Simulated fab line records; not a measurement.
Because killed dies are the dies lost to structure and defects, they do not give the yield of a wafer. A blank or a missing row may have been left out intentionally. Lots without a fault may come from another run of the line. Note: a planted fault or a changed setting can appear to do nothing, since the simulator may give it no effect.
Split-lot trial || flow berkeley-cmos170 || 23 wafers read from 5 lots, route of 331 steps

== ABOUT THE SPLIT ==
At UCB170_ZERO_ETCH_06 (etches SiO2 in CHF3/CF4/Ar, time 12 s), the setting over-etch-frac was moved away from the recipe's 1.58 on 9 of the 23 wafers read, by -24.0% to +22.0%. For the rest of the wafers, this setting stayed at what the recipe calls for.

Reading taken at the split's own step.

== THE READING ==
oes-product-au, in a.u., at UCB170_ZERO_ETCH_06 (etches SiO2 in CHF3/CF4/Ar, time 12 s). Fault-free wafers of this fab line usually give 0.621 a.u., standard deviation 0.011 a.u.

{"wafer": "L074.2", "tool, chamber at the split": "rie-diel-02, 3", "over-etch-frac as run": 1.58, "against the recipe": "recipe", "oes-product-au, a.u.": 0.630, "against lot-mates on the recipe": "-"}
{"wafer": "L074.3", "tool, chamber at the split": "rie-diel-02, 1", "over-etch-frac as run": 1.58, "against the recipe": "recipe", "oes-product-au, a.u.": 0.618, "against lot-mates on the recipe": "-"}
{"wafer": "L074.4", "tool, chamber at the split": "rie-diel-02, 0", "over-etch-frac as run": 1.927, "against the recipe": "+22.0%", "oes-product-au, a.u.": 0.586, "against lot-mates on the recipe": -0.039}
{"wafer": "L074.5", "tool, chamber at the split": "rie-diel-02, 2", "over-etch-frac as run": 1.927, "against the recipe": "+22.0%", "oes-product-au, a.u.": 0.581, "against lot-mates on the recipe": -0.044}
{"wafer": "L074.6", "tool, chamber at the split": "rie-diel-02, 3", "over-etch-frac as run": 1.58, "against the recipe": "recipe", "oes-product-au, a.u.": 0.628, "against lot-mates on the recipe": "-"}
{"wafer": "L077.1", "tool, chamber at the split": "rie-diel-02, 0", "over-etch-frac as run": 1.58, "against the recipe": "recipe", "oes-product-au, a.u.": 0.619, "against lot-mates on the recipe": "-"}
{"wafer": "L077.3", "tool, chamber at the split": "rie-diel-02, 2", "over-etch-frac as run": 1.58, "against the recipe": "recipe", "oes-product-au, a.u.": 0.610, "against lot-mates on the recipe": "-"}
{"wafer": "L077.6", "tool, chamber at the split": "rie-diel-02, 0", "over-etch-frac as run": 1.58, "against the recipe": "recipe", "oes-product-au, a.u.": 0.621, "against lot-mates on the recipe": "-"}
{"wafer": "L082.1", "tool, chamber at the split": "rie-diel-01, 3", "over-etch-frac as run": 1.58, "against the recipe": "recipe", "oes-product-au, a.u.": 0.630, "against lot-mates on the recipe": "-"}
{"wafer": "L082.2", "tool, chamber at the split": "rie-diel-01, 0", "over-etch-frac as run": 1.421, "against the recipe": "-10.1%", "oes-product-au, a.u.": 0.654, "against lot-mates on the recipe": "+0.027"}
{"wafer": "L082.3", "tool, chamber at the split": "rie-diel-01, 1", "over-etch-frac as run": 1.58, "against the recipe": "recipe", "oes-product-au, a.u.": 0.619, "against lot-mates on the recipe": "-"}
{"wafer": "L082.5", "tool, chamber at the split": "rie-diel-01, 2", "over-etch-frac as run": 1.421, "against the recipe": "-10.1%", "oes-product-au, a.u.": 0.636, "against lot-mates on the recipe": "+0.009"}
{"wafer": "L082.6", "tool, chamber at the split": "rie-diel-01, 1", "over-etch-frac as run": 1.58, "against the recipe": "recipe", "oes-product-au, a.u.": 0.632, "against lot-mates on the recipe": "-"}
{"wafer": "L084.1", "tool, chamber at the split": "rie-diel-01, 2", "over-etch-frac as run": 1.298, "against the recipe": "-17.8%", "oes-product-au, a.u.": 0.650, "against lot-mates on the recipe": "+0.018"}
{"wafer": "L084.3", "tool, chamber at the split": "rie-diel-01, 1", "over-etch-frac as run": 1.58, "against the recipe": "recipe", "oes-product-au, a.u.": 0.624, "against lot-mates on the recipe": "-"}
{"wafer": "L084.4", "tool, chamber at the split": "rie-diel-01, 3", "over-etch-frac as run": 1.298, "against the recipe": "-17.8%", "oes-product-au, a.u.": 0.657, "against lot-mates on the recipe": "+0.025"}
{"wafer": "L084.5", "tool, chamber at the split": "rie-diel-01, 0", "over-etch-frac as run": 1.58, "against the recipe": "recipe", "oes-product-au, a.u.": 0.637, "against lot-mates on the recipe": "-"}
{"wafer": "L084.6", "tool, chamber at the split": "rie-diel-01, 3", "over-etch-frac as run": 1.58, "against the recipe": "recipe", "oes-product-au, a.u.": 0.634, "against lot-mates on the recipe": "-"}
{"wafer": "L085.1", "tool, chamber at the split": "rie-diel-02, 1", "over-etch-frac as run": 1.201, "against the recipe": "-24.0%", "oes-product-au, a.u.": 0.658, "against lot-mates on the recipe": "+0.034"}
{"wafer": "L085.2", "tool, chamber at the split": "rie-diel-02, 3", "over-etch-frac as run": 1.58, "against the recipe": "recipe", "oes-product-au, a.u.": 0.636, "against lot-mates on the recipe": "-"}
{"wafer": "L085.3", "tool, chamber at the split": "rie-diel-02, 0", "over-etch-frac as run": 1.201, "against the recipe": "-24.0%", "oes-product-au, a.u.": 0.663, "against lot-mates on the recipe": "+0.039"}
{"wafer": "L085.5", "tool, chamber at the split": "rie-diel-02, 1", "over-etch-frac as run": 1.58, "against the recipe": "recipe", "oes-product-au, a.u.": 0.612, "against lot-mates on the recipe": "-"}
{"wafer": "L085.6", "tool, chamber at the split": "rie-diel-02, 2", "over-etch-frac as run": 1.201, "against the recipe": "-24.0%", "oes-product-au, a.u.": 0.644, "against lot-mates on the recipe": "+0.020"}

THE FIT
A straight line over all 23 wafers: oes-product-au changes by -0.00156 a.u. for each +1% of over-etch-frac; r = -0.91; the points scatter about the line by 0.0089 a.u.
The same after taking each lot's own level away (the mean of its wafers on the recipe; 23 wafers): -0.00152 a.u. for each +1%; r = -0.92; scatter 0.0078 a.u.
On that fit, the largest move of over-etch-frac shifts the reading by 0.036 a.u.
Measured against the standard deviation above, the lots' own levels, which go from 0.6167 to 0.6317 a.u., span 1.4 times it.
So the lot-to-lot level changes the slope little: the two slopes agree.
Check: for one of the wafers moved furthest among these (-24.0%), held out of the fit, the line's prediction against its lot-mates is +0.0348 a.u. Against them it came out at +0.034 a.u.
Tool readings at the split's step, against how far the setting was moved: oes-product-au r = -0.91.

== FURTHER SPLITS ON THESE WAFERS ==
Note: prior to the reading, these wafers also went through further splits. Each is held against what the fit with the lots' levels taken away leaves over:
{"other split on the same wafers": "UCB170_ZERO_COAT_01 resist-thk-nm", "wafers away from the commonest value": 6, "r with oes-product-au (lot level and that fit taken away)": -0.12}

== THE FILE'S OWN FIT ==
oes-product-au changes by -0.00151 a.u. for each +1% of over-etch-frac, r = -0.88.
